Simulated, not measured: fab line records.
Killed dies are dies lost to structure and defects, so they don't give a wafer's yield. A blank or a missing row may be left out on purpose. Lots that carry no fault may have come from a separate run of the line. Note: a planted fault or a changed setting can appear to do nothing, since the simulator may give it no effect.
Code-filled problem report in 8D (eight disciplines) form || flow rit_cmos || the parts of the form that need people (team, actions taken, sign-off) are left out

== 1. WHAT IS WRONG ==
Wafers free of any fault read -0.9 nm (standard deviation 1.6) for PWELL_OVL at RIT_PWELL_OVL_MEAS_06, against a mean of 419.9 nm on 9 wafers of 3 lots. So: +99 or more standard deviations from the usual mean.
The first sign was on wafer L539.2 at day 3 15:52, on overlay-01. At this step, 45 wafers from 15 lots have a number in the record. The rule behind "out" and "out of limits": a value lying over 4 standard deviations away from the usual mean. Any other wafer with a number is counted as sound.

== 2. WHAT THIS IS AND IS NOT ==
{"question": "which readings at this step", "is": "PWELL_OVL", "is not": "-"}
{"question": "which lots", "is": "L539, L541, L545", "is not": "L531, L532, L533, L534, L535, L537, L538, L543, L549, L551, L553, L554"}
{"question": "which wafers of those lots", "is": "all that have a number", "is not": "-"}
{"question": "read on which gauges", "is": "overlay-01, overlay-02", "is not": "-"}
{"question": "when", "is": "from day 3 15:52", "is not": "up to then (21 sound wafers); but 15 sound wafers of L543, L549, L551, L553, L554 came after"}

== 3. SUSPECTS, AND WHAT RULES EACH OUT ==
Counting: a tool at a process step up to the reading stays a suspect if it ran every lot that is out and no sound lot after the first of them.
- ruled out: the gauge at RIT_PWELL_OVL_MEAS_06. Those wafers that are out were read across 2 gauges (overlay-01, overlay-02).
- iline_stepper-01 at RIT_PWELL_EXPOSE_03 (exposes mask M3, target cd 43700 nm): kept. Every lot that is out went through it, starting with L539 (day 3 15:23), and after that it ran no sound lot; the last sound lot it ran before then is L538 (day 3 09:58).
After counting, what remains is iline_stepper-01 at RIT_PWELL_EXPOSE_03.

== 4. THE CAUSE (what the simulator had put in) ==
Scanner matching overlay: iline_stepper-01, from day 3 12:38 on, at RIT_PWELL_EXPOSE_03. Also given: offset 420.
This tool alone remained once counting was done.

== 5. SEQUENCE OF EFFECTS, ordered by route ==
One row per reading whose mean, taken over the struck wafers that have a number, lies over 3 standard deviations from the usual. Readings are gone through only where the record gives a usual standard deviation; hours: the median, over the lots, of the time from a lot's start at the first step in this table giving one to that lot's start at this step; sigmas: the change measured in usual standard deviations.
{"hours": 0, "step": "RIT_PWELL_OVL_MEAS_06", "reading": "PWELL_OVL", "usual": "-0.9 nm", "on struck wafers": 419.9, "change": "+420.8", "sigmas": "+99 or more"}

== 6. HOW IT WOULD HAVE BEEN CAUGHT EARLIER ==
Counted from the fault's start at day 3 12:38, it took 3 hours until the first out-of-limits reading at a measuring or inspecting step in this record, taken at day 3 15:52.
Tool readings at RIT_PWELL_EXPOSE_03 with a usual standard deviation given in the record: none out on any struck wafer, hence no alarm at a limit of 4 standard deviations on them.
Among the 3 lots that are out, L541, L545 began RIT_PWELL_EXPOSE_03 on iline_stepper-01 after day 3 15:52. A hold on the tool at that time would have spared those 2.
